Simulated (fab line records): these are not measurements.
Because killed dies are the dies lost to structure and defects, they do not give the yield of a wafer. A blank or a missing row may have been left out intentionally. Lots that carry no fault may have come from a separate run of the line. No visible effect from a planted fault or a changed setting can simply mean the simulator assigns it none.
Struck lot and sound lot, side by side :: flow rit cmos :: 17 out of 202 route steps
Sound: these wafers, L256.1, L256.2, L256.5. Wafers struck: L264.2, L264.4, L264.6. The cause comes at the end.
Order at every step that has rows: each side's tool, ch and its chambers, its first start. Under that, the readings that differ: sound wafers :: struck wafers :: difference of the means :: sigmas: that difference in standard deviations of wafers without a fault.
alike: readings with means less than 2 such deviations apart, plus words and numbers identical on both sides. not compared: withheld readings, readings lacking a value on some wafer, bounds such as >300 that could conceal the same value, and numbers that have no deviation in the record and whose values overlap.
The two part at a step that has a row with sigmas, a row that says differs or no value, or rows on one side only. Numbers that don't overlap but have no deviation are shown without sigmas and don't part them. A reading that every wafer of one side lacks parts them only if that side has two wafers or more.

RIT_NWELL_TW_MEAS_10:
  sound on film metro-01, day 2 08:14; struck on film metro-01, day 3 22:53
  alike: NWELL_TW
then, 6 steps without rows for these wafers: RIT_PWELL_HMDS_00 (prime time 60 s); RIT_PWELL_COAT_01 (resist thk 1300 nm); RIT_PWELL_SOFTBAKE_02 (time 60 s); RIT_PWELL_EXPOSE_03 (exposes mask M3, target cd 43700 nm); RIT_PWELL_PEB_04; RIT_PWELL_DEVELOP_05 (develop time 68 s).
RIT_PWELL_OVL_MEAS_06:
  sound on overlay-01, day 2 09:10; struck on overlay-01, day 4 00:02
  alike: PWELL_OVL
then, 2 steps without rows for these wafers: RIT_PWELL_HARDBAKE_07 (time 120 s); RIT_PWELL_IMPLANT_08.
RIT_PWELL_STRIP_09: strips in O2, time 180 s.
  sound on plasma asher-01 ch 0,1, day 2 09:37; struck on plasma asher-04 ch 0,1, day 4 00:28
  alike: drypump motor current A, rf refl power W
  not compared: rf hours counter h
RIT_PWELL_TW_MEAS_10:
  sound on film metro-01, day 2 09:47; struck on film metro-03, day 4 00:40
  alike: PWELL_TW
RIT_WELLDRIVE_ANNEAL_00: time 14700 s.
  sound on furnace-04 ch 0, day 2 09:50; struck on furnace-01 ch 0, day 4 01:00
reading: run length s (s)
sound: 18261 18261 18261
struck: 15326 15326 15326
difference: -2935
sigmas: -99 or more
RIT_WELLDRIVE_RS_MEAS_01: measures by four-point-probe.
  sound on film metro-04, day 2 14:56; struck on film metro-03, day 4 06:07
reading: NWELL_RS (ohm/sq)
sound: 275.5 275.3 274.5
struck: 286.5 287.3 286.6
difference: +11.7
sigmas: +14
RIT_WELLDRIVE_RS_MEAS_02: measures by four-point-probe.
  sound on film metro-04, day 2 15:03; struck on film metro-03, day 4 06:14
reading: PWELL_RS (ohm/sq)
sound: 428.4 429.9 428.8
struck: 445.1 443.1 441.8
difference: +14.3
sigmas: +12
then, 1 step without rows for these wafers: RIT_NRETRO_HMDS_00 (prime time 60 s).
RIT_M1_PROBE_99:
  sound on prober-02, day 4 01:25; struck on prober-01, day 5 14:02
reading: model.etest.nwell pinched.rs ohm sq
sound: 337.5 335.7 339.5
struck: 363.6 358 355.8
difference: +21.6
sigmas: 

reading: model.etest.pwell pinched.rs ohm sq
sound: 454.3 457.5 459.5
struck: 467.5 467.1 461.4
difference: +8.2
sigmas: 

reading: model.etest.pwell.rs ohm sq
sound: 411.2 416.1 420.5
struck: 425.9 427.1 426.6
difference: +10.6
sigmas: 

reading: model.etest.field n.vt v (V)
sound: 35.56 34.35 35.6
struck: 37.84 37.59 38.4
difference: +2.77
sigmas: 

reading: model.etest.field p metal.vt v (V)
sound: -28.71 -29.55 -28.98
struck: -27.06 -27.91 -27.8
difference: +1.49
sigmas: 

reading: model.etest.field p.vt v (V)
sound: -12.58 -12.58 -12.72
struck: -12.16 -12.17 -12.25
difference: +0.43
sigmas: 

reading: model.etest.diode pplus comb.cj ff um2
sound: 1.995 1.993 1.989
struck: 1.997 2 1.998
difference: +0.006
sigmas: 
  alike: killed at contacts, killed at front end, killed dies, killed open, killed short
  not compared: model.etest.iso nwell nwell.lateral log10 a um

== WHERE THEY PART ==
Earliest at RIT_WELLDRIVE_ANNEAL_00; latest, in this record, at RIT_WELLDRIVE_RS_MEAS_02. Later steps at which nothing parts them and some readings are alike: RIT_M1_PROBE_99.

WHY: what the simulator had put in
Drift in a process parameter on furnace-01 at RIT_WELLDRIVE_ANNEAL_00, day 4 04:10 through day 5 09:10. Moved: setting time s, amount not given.
